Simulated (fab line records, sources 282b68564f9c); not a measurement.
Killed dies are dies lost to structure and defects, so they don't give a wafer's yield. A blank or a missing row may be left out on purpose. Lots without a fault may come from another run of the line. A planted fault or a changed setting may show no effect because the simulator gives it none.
One fault seen from 2 desks | flow rit_cmos | each desk has only its own numbers; what lay behind them comes last

THE METROLOGY DESK
What the gauges read, lot by lot, whatever tool the lot ran on: means of the sampled wafers that have a number. A lot is out of limits, marked OUT, if its mean lies more than 4 standard deviations from the usual mean; the brackets give that distance. Of its 10 readings 7 are shown: those that lie furthest out on some lot.
Columns: A = PLDD_OVL at RIT_PLDD_OVL_MEAS_06, usual 0.1 nm; B = PLDD_TW at RIT_PLDD_TW_MEAS_10, usual 2344; C = NSD_OVL at RIT_NSD_OVL_MEAS_06, usual -0.2 nm; D = NSD_TW at RIT_NSD_TW_MEAS_10, usual 3120; E = PSD_TW at RIT_PSD_TW_MEAS_10, usual 3428; F = PSD_RS at RIT_SDANNEAL_RS_MEAS_04, usual 115.9 ohm/sq; G = NSD_RS at RIT_SDANNEAL_RS_MEAS_05, usual 84.54 ohm/sq
lot  | first seen here | A    | B    | C    | D    | E    | F     | G
L538 | day 3 08:50     | 2.0  | 2359 | 0.3  | 3121 | 3435 | 116.4 | 84.60
L545 | day 4 21:01     | 0.2  | 2347 | 0.7  | 3099 | 3402 | 115.6 | 84.23
L549 | day 5 17:23     | 0.4  | 2350 | 0.5  | 3137 | 3417 | 115.8 | 84.74
L548 | day 5 17:39     | 0.6  | 2346 | 0.1  | 3128 | 3412 | 115.9 | 84.30
L551 | day 6 02:29     | -0.3 | 2342 | -2.3 | 3131 | 3413 | 115.7 | 84.53
L555 | day 6 23:23     | -1.4 | 2324 | -1.6 | 3136 | 3433 | 115.8 | 84.16
This desk's finding: nothing out of limits on any of the 6 lots.

THE TOOL OWNER'S DESK: rie_diel-02
The tool's own readings at RIT_SPACER_ETCHBACK_05 (etches Si3N4 in SF6/CHF3, stops on SiO2, target depth 250 nm, time 240 s): means of the sampled wafers that have a number, for each lot that ran on this tool. A lot is out of limits, marked OUT, if its mean lies more than 4 standard deviations from the usual mean; the brackets give that distance.
Columns: A = CHF3_flow_sccm at RIT_SPACER_ETCHBACK_05, usual 29.99 sccm; B = drypump_motor_current_A at RIT_SPACER_ETCHBACK_05, usual 5.9 A; C = oes_product_au at RIT_SPACER_ETCHBACK_05, usual 0.843 a.u.; D = run_length_s at RIT_SPACER_ETCHBACK_05, usual 268.2 s; E = throttle_valve_pct at RIT_SPACER_ETCHBACK_05, usual 10.21 %
lot  | first seen here | A     | B   | C     | D               | E
L538 | day 3 11:46     | 29.98 | 6.3 | 0.831 | 268.4           | 10.23
L545 | day 4 23:55     | 29.96 | 5.9 | 0.881 | 259.0 (-20) OUT | 10.18
L548 | day 5 21:20     | 30.04 | 5.6 | 0.894 | 258.6 (-21) OUT | 10.18
This desk's finding: out of limits on L545, L548; first on L545, day 4 23:55 (run_length_s at RIT_SPACER_ETCHBACK_05). In limits: L538.

PUT TOGETHER
The tool owner's desk could have raised an alarm at day 4 23:55, on L545, L548.
The metrology desk saw nothing out of limits.
The metrology desk has L545, L548 on record, within its limits.
Of the lots named, all ran RIT_SPACER_ETCHBACK_05 on rie_diel-02.

WHAT THE SIMULATOR HAD PUT IN
Process parameter drift: rie_diel-02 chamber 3, from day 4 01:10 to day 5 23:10, at RIT_SPACER_ETCHBACK_05. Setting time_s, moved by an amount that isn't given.
Lots struck among those shown: L545, L548.
Hours from the fault's start to each desk's first reading out of limits: the tool owner's desk, 23.
